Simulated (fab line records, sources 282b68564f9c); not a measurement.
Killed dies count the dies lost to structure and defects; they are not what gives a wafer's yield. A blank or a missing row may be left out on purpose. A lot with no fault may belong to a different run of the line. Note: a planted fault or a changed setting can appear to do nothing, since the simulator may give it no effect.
Struck lot and sound lot, side by side	flow rit_cmos	22 steps out of a route of 202
Sound: the wafers L823.1, L823.2, L823.4. The struck wafers were L828.2, L828.3, L828.4. Last of all comes the cause.
Order at every step that has rows: each side's tool, ch and its chambers, its first start. Under that, the readings that differ: sound wafers	struck wafers	difference of the means	sigmas: that difference in standard deviations of wafers without a fault.
alike: readings whose means differ by less than 2 such deviations, and words and numbers that are the same on both sides. not compared: withheld readings, readings that some wafer has no value for, bounds like >300 that may hide the same value, and numbers for which the record gives no deviation and whose values overlap.
The two part at a step that has a row with sigmas, a row that says differs or no value, or rows on one side only. Numbers that don't overlap but have no deviation are shown without sigmas and don't part them. Lack of a reading on every wafer of one side parts them only where that side has two or more wafers.

first, 2 steps without rows for these wafers: RIT_NSD_HARDBAKE_07 (time 60 s); RIT_NSD_IMPLANT_08.
RIT_NSD_STRIP_09: strips in O2, time 180 s.
  sound on plasma_asher-01 ch 0,1, day 4 13:49; struck on plasma_asher-01 ch 0,1, day 5 12:56
  alike: drypump_motor_current_A
  not compared: rf_hours_counter_h
RIT_NSD_TW_MEAS_10:
  sound: film_metro-02 at day 4 13:59; struck: film_metro-04 at day 5 13:07
  alike: NSD_TW
then, 6 steps without rows for these wafers: RIT_PSD_HMDS_00 (prime time 60 s); RIT_PSD_COAT_01 (resist thk 1000 nm); RIT_PSD_SOFTBAKE_02 (time 60 s); RIT_PSD_EXPOSE_03 (exposes mask M10, target cd 40900 nm); RIT_PSD_PEB_04; RIT_PSD_DEVELOP_05 (develop time 50 s).
RIT_PSD_OVL_MEAS_06:
  sound: overlay-01 at day 4 15:12; struck: overlay-01 at day 5 14:13
  alike: PSD_OVL
then, 1 step without rows for these wafers: RIT_PSD_HARDBAKE_07 (time 60 s).
RIT_PSD_IMPLANT_08:
  sound on implanter-03 ch 0, day 4 15:23; struck on implanter-03 ch 0, day 5 14:25
reading	sound	struck	difference	sigmas
beam_on_s (s)	12.5 12.2 12.4	20.3 19.7 19.3	+7.4	+5
dose_ions_cm2	5.006e+15 4.994e+15 5.01e+15	7.959e+15 7.961e+15 7.962e+15	+2.957e+15	+99 or more
RIT_PSD_STRIP_09: strips in O2, time 180 s.
  sound on plasma_asher-01 ch 0,1, day 4 15:32; struck on plasma_asher-04 ch 0,1, day 5 14:33
  alike: drypump_motor_current_A
  not compared: rf_hours_counter_h
RIT_PSD_TW_MEAS_10:
  sound: film_metro-03 at day 4 15:43; struck: film_metro-04 at day 5 14:44
  alike: PSD_TW
then, 3 steps without rows for these wafers: RIT_SDANNEAL_CLEAN_00 (cleans in SC1, time 600 s); RIT_SDANNEAL_CLEAN_01 (cleans in dHF, time 30 s); RIT_SDANNEAL_CLEAN_02 (cleans in SC2, time 600 s).
RIT_SDANNEAL_RTA_03: time 5 s.
  sound on rtp_anneal-02 ch 0, day 4 16:08; struck on rtp_anneal-01 ch 0, day 5 15:11
  alike: wafer_temp_C_max
RIT_SDANNEAL_RS_MEAS_04: uses a four-point probe to measure.
  sound: film_metro-02 at day 4 16:11; struck: film_metro-03 at day 5 15:18
reading	sound	struck	difference	sigmas
PSD_RS (ohm/sq)	115.69 115.75 115.84	110.19 110.72 110.77	-5.20	-19
RIT_SDANNEAL_RS_MEAS_05: uses a four-point probe to measure.
  sound: film_metro-02 at day 4 16:19; struck: film_metro-03 at day 5 15:25
  alike: NSD_RS
RIT_M1_PROBE_99:
  sound: prober-02 at day 4 23:34; struck: prober-02 at day 5 23:13
  alike: killed_at_contacts, killed_at_front_end, killed_dies, killed_on_rim, killed_open, killed_short

WHERE THEY PART
Last at RIT_SDANNEAL_RS_MEAS_04 as far as this record goes, first at RIT_PSD_IMPLANT_08. Later steps at which nothing parts them and some readings are alike: RIT_SDANNEAL_RS_MEAS_05, RIT_M1_PROBE_99.

WHY: what had been put in by the simulator
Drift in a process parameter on implanter-03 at RIT_PSD_IMPLANT_08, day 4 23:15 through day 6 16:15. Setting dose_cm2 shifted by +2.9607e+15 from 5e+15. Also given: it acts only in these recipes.
